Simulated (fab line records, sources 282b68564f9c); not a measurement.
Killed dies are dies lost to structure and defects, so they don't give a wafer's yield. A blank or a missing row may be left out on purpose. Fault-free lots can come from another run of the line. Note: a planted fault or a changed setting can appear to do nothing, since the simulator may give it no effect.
Which tool is to blame? + flow rit cmos + 14 lots with 42 wafers sampled at 2 steps, on a route of 202 steps

## WHAT EACH GAUGE READ, for each wafer
RIT_M1_CD_MEAS_90: target cd 2600 nm. Usual: cd nm reads 2599.6 nm (standard deviation 2.8).
| lot  | measured    | on        | cd nm (nm)                                | flag |
|------|-------------|-----------|-------------------------------------------|------|
| L144 | day 3 17:41 | cd sem-01 | 2598.1 2599.4 2599.1                      |      |
| L145 | day 3 22:12 | cd sem-02 | 2597.8 2599.0 2597.3                      |      |
| L148 | day 4 14:55 | cd sem-02 | 2601.2 2598.4 2597.1                      |      |
| L152 | day 5 07:22 | cd sem-01 | 2577.2 2601.1 2576.2 2577.2 2601.6 2576.2 | OFF  |
| L154 | day 5 18:45 | cd sem-01 | 2584.8 2587.7 2560.9 2584.8 2587.5 2561.3 | OFF  |
| L156 | day 6 02:28 | cd sem-01 | 2596.6 2599.2 2597.0                      |      |
| L158 | day 6 11:11 | cd sem-02 | 2599.8 2600.8 2599.0                      |      |
| L159 | day 6 18:20 | cd sem-01 | 2600.0 2593.5 2598.5                      |      |
| L161 | day 6 21:47 | cd sem-01 | 2597.2 2595.5 2600.2                      |      |
| L162 | day 7 13:27 | cd sem-02 | 2599.0 2598.6 2598.6                      |      |
| L164 | day 8 10:11 | cd sem-01 | 2596.2 2597.5 2597.8                      |      |
| L166 | day 8 10:55 | cd sem-01 | 2600.0 2602.0 2600.5                      |      |
| L165 | day 8 11:14 | cd sem-02 | 2600.6 2602.6 2601.0                      |      |
| L167 | day 8 18:14 | cd sem-01 | 2601.6 2596.8 2600.0                      |      |

## WHAT TOOL EACH LOT RAN ON (gives the tool, then ch and the chambers of the sampled wafers, and finally the start)
| lot  | RIT_M1_METAL_ETCH_12             |
|------|----------------------------------|
| L144 | rie metal-02 ch 1, day 3 17:10   |
| L145 | rie metal-04 ch 1, day 3 21:32   |
| L148 | rie metal-04 ch 0,1, day 4 14:24 |
| L152 | rie metal-01 ch 0,1, day 5 06:50 |
| L154 | rie metal-01 ch 0,1, day 5 18:15 |
| L156 | rie metal-02 ch 0,1, day 6 01:55 |
| L158 | rie metal-04 ch 0,1, day 6 10:42 |
| L159 | rie metal-02 ch 0,1, day 6 17:49 |
| L161 | rie metal-02 ch 0,1, day 6 21:17 |
| L162 | rie metal-04 ch 1, day 7 12:55   |
| L164 | rie metal-02 ch 1, day 8 09:38   |
| L166 | rie metal-01 ch 0,1, day 8 10:22 |
| L165 | rie metal-04 ch 0, day 8 10:34   |
| L167 | rie metal-02 ch 0,1, day 8 17:41 |
- RIT_M1_METAL_ETCH_12: etches Al in Cl2/BCl3, stops on SiO2, time 165 s, target depth 600 nm.

## WHAT THE TOOLS THEMSELVES READ (means of the sampled wafers that have a number; where no wafer has one, the mark that the record gives instead)
RIT_M1_METAL_ETCH_12. Usual: drypump motor current A 5.7 A, standard deviation 0.53; oes product au 0.775 a.u., standard deviation 0.011; rf fwd power W 248.9 W, standard deviation 0.84; throttle valve pct 8.40 %, standard deviation 0.12.
| lot  | tool         | drypump motor current A (A) | oes product au (a.u.) | rf fwd power W (W) | throttle valve pct (%) | flag |
|------|--------------|-----------------------------|-----------------------|--------------------|------------------------|------|
| L144 | rie metal-02 | 6.4                         | 0.780                 | 249.1              | 8.41                   |      |
| L145 | rie metal-04 | 4.9                         | 0.765                 | 248.7              | 8.24                   |      |
| L148 | rie metal-04 | 5.0                         | 0.771                 | 249.7              | 8.29                   |      |
| L152 | rie metal-01 | 5.8                         | 0.769                 | 315.5              | 8.37                   | OFF  |
| L154 | rie metal-01 | 6.0                         | 0.771                 | 282.5              | 8.46                   | OFF  |
| L156 | rie metal-02 | 6.0                         | 0.773                 | 249.4              | 8.49                   |      |
| L158 | rie metal-04 | 5.0                         | 0.771                 | 248.8              | 8.30                   |      |
| L159 | rie metal-02 | 6.2                         | 0.775                 | 249.0              | 8.44                   |      |
| L161 | rie metal-02 | 6.2                         | 0.787                 | 248.9              | 8.44                   |      |
| L162 | rie metal-04 | 4.9                         | 0.753                 | 248.1              | 8.24                   |      |
| L164 | rie metal-02 | 6.4                         | 0.794                 | 248.4              | 8.40                   |      |
| L166 | rie metal-01 | 6.0                         | 0.772                 | 249.3              | 8.47                   |      |
| L165 | rie metal-04 | 5.2                         | 0.791                 | 249.4              | 8.40                   |      |
| L167 | rie metal-02 | 6.2                         | 0.777                 | 249.0              | 8.45                   |      |

## THE ANSWER, worked out from the rows above alone
Rule: a lot is off if the mean of its wafers that have a number lies more than 3 standard deviations from the usual mean. A lot without any number at a reading at which 4 lots or more have one is off too. Any other lot the step has rows for is counted as sound. After the gauges, taken in route order, come the tools' own readings; for these a lot's mean is taken, as printed above. The first step at which some lot is off is used, and at that step the reading that is off furthest; a lot without a number counts as furthest.
Off: L152, L154, at RIT_M1_CD_MEAS_90 (cd nm).
A tool fits if, at a process step before that reading, it ran every lot that is off, and no sound lot after the first of them. The gauges at RIT_M1_CD_MEAS_90 aren't tried: what is off there is off at RIT_M1_METAL_ETCH_12 too, on other tools, and a gauge's error can't cause that. Of those tried, none fits.

## WHAT WAS PUT IN BY THE SIMULATOR
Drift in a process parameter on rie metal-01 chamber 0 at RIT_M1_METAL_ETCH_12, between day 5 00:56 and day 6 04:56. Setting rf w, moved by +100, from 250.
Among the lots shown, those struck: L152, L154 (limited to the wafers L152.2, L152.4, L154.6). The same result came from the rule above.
